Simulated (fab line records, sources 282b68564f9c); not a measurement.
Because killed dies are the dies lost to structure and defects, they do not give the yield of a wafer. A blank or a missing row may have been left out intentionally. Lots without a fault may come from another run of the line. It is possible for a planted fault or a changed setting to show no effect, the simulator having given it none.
Code-filled problem report in 8D (eight disciplines) form + flow ritCmos + the parts of the form that need people (team, actions taken, sign-off) are left out

== 1. PROBLEM STATEMENT ==
Across 6 wafers from 2 lots, PRETRO_TW at RIT_PRETRO_TW_MEAS_10 averages 394, while fault-free wafers read 474 with a standard deviation of 4.1. That is -20 standard deviations from the usual mean.
Earliest sighting: wafer L875.2 on filmMetro-02 at day 3 00:41. At this step, 42 wafers from 14 lots have a number in the record. Rule for "out" (also "out of limits"): further than 4 standard deviations from the usual mean. All remaining wafers that have a number are taken as sound.

== 2. WHAT IT IS, WHAT IT ISN'T ==
| question                    | is                     | is not                                                                                                              |
|-----------------------------|------------------------|---------------------------------------------------------------------------------------------------------------------|
| which readings at this step | PRETRO_TW              | -                                                                                                                   |
| which lots                  | L875, L877             | L872, L873, L874, L876, L882, L884, L886, L888, L890, L891, L894, L895                                              |
| which wafers of those lots  | all that have a number | -                                                                                                                   |
| read on which gauges        | filmMetro-02           | filmMetro-01, filmMetro-03                                                                                          |
| when                        | from day 3 00:41       | up to then (9 sound wafers); but 27 sound wafers of L876, L882, L884, L886, L888, L890, L891, L894, L895 came after |

== 3. THE SUSPECTS, EACH WITH WHAT RULES IT OUT ==
Counting: a tool at any process step up to the reading remains a suspect when it ran all the lots that are out and ran no sound lot after the first of those.
- the gauge at RIT_PRETRO_TW_MEAS_10 is ruled out. All the wafers that are out were read on filmMetro-02, but those of them that RIT_PRETRO_IMPLANT_08 has rows for are out there too, on other tools.
- implanter-04 at RIT_PRETRO_IMPLANT_08: ruled out as a lasting fault. After its first lot that is out, L875 (day 3 00:23), sound lots L890, L894 ran on it.
- plasmaAsher-04 at RIT_PRETRO_STRIP_09 (strips in O2, time 180 s): ruled out as a lasting fault. After its first lot that is out, L875 (day 3 00:30), sound lots L876, L886, L895 ran on it.
Left after counting: nothing in the record.

== 4. THE CAUSE (what the simulator had put in) ==
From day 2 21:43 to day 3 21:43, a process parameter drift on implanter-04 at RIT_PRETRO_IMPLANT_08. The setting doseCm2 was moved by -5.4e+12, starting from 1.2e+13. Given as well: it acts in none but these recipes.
Counting ruled it out, wrongly: the rule takes a fault to strike every lot that its tool runs from its start on, and this one did not.

== 5. THE EFFECT CHAIN, in route order ==
Each row: a reading whose mean over the struck wafers that have a number lies more than 3 standard deviations from the usual. Only readings whose record carries a usual standard deviation are examined. hours: median over the lots of the time between each lot's start at the first step of this table that gives one and its start at this step. sigmas: the change, counted in usual standard deviations.
| hours | step                  | reading          | usual      | on struck wafers | change      | sigmas      |
|-------|-----------------------|------------------|------------|------------------|-------------|-------------|
| 0     | RIT_PRETRO_IMPLANT_08 | doseIonsCm2      | 1.1999e+13 | 6.5983e+12       | -5.4007e+12 | -99 or more |
| 0     | RIT_PRETRO_IMPLANT_08 | faradayCurrentUA | 38.1       | 20.7             | -17.4       | -26         |
| 0     | RIT_PRETRO_TW_MEAS_10 | PRETRO_TW        | 474        | 394              | -80         | -20         |
Its process steps:
- RIT_PRETRO_IMPLANT_08
Later steps that measure or inspect, where all struck wafers having a row at the step show a number for every such reading and not one has moved that far: RIT_GATE_OVL_MEAS_17.

== 6. HOW IT WOULD HAVE BEEN CAUGHT EARLIER ==
In this record the first reading out of limits at a measuring or inspecting step was taken at day 3 00:41, 3 hours after the fault began at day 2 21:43.
At RIT_PRETRO_IMPLANT_08, the tool's own readings (doseIonsCm2, faradayCurrentUA) were out on each struck wafer the step has a row for, so an alarm limit on them would have fired on the first such wafer.
